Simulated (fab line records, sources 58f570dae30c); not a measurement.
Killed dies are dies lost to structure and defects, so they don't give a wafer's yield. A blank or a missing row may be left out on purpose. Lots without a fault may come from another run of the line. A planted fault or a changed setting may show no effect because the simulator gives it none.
Which tool did it? | flow berkeley_cmos170 | 7 lots, 21 wafers sampled, at 2 steps of a route of 331

WHAT THE GAUGES READ, wafer by wafer
UCB170_SDANNEAL_RS_MEAS_05: measures by four-point-probe.
lot  | measured     | on            | NLDD_RS (ohm/sq)
L174 | day 7 21:44  | film_metro-02 | 614.6 612.4 614.6
L178 | day 8 20:04  | film_metro-02 | 615.0 616.2 616.5
L181 | day 9 14:04  | film_metro-01 | 617.0 617.4 616.6
L185 | day 10 18:08 | film_metro-02 | 613.6 614.2 615.1
L189 | day 11 05:17 | film_metro-01 | 614.2 614.3 615.3
L192 | day 12 06:53 | film_metro-02 | 626.5 627.9 626.9 626.1 626.4 625.9
L197 | day 13 03:52 | film_metro-03 | 617.6 616.7 616.7

WHICH TOOL RAN EACH LOT (tool, then ch and the chambers of the sampled wafers, then the start)
lot  | UCB170_NLDD_IMPLANT_09
L174 | implanter-04 ch 0, day 7 09:07
L178 | implanter-03 ch 0, day 8 08:34
L181 | implanter-04 ch 0, day 8 21:58
L185 | implanter-04 ch 0, day 10 07:18
L189 | implanter-04 ch 0, day 10 16:34
L192 | implanter-04 ch 0, day 11 16:38
L197 | implanter-03 ch 0, day 12 16:38
- UCB170_NLDD_IMPLANT_09

THE ANSWER, worked out from the rows above alone
Rule: what is usual is taken from the lots themselves. Put in order of their means at a reading, lots are off if they are a third of the lots or fewer, leave a main group of 4 or more, and stand apart from it by a gap of 3 or more times the standard deviation of the main group's means; of several such gaps the widest counts. A main group whose means are all the same, to the digits that the tables above print for the reading, isn't used. A lot without any number at a reading at which 4 lots or more have one is off too. The other lots that the step has rows for count as sound.
Off: L192, at UCB170_SDANNEAL_RS_MEAS_05 (NLDD_RS). The main group: mean 615.4 ohm/sq, standard deviation 1.3.
A tool fits if, at a process step before that reading, it ran every lot that is off, and no sound lot after the first of them. The gauges at UCB170_SDANNEAL_RS_MEAS_05 are tried like those tools. Can't be told from this: 2 tools fit, implanter-04 at UCB170_NLDD_IMPLANT_09, film_metro-02 at UCB170_SDANNEAL_RS_MEAS_05.

WHAT THE SIMULATOR HAD PUT IN
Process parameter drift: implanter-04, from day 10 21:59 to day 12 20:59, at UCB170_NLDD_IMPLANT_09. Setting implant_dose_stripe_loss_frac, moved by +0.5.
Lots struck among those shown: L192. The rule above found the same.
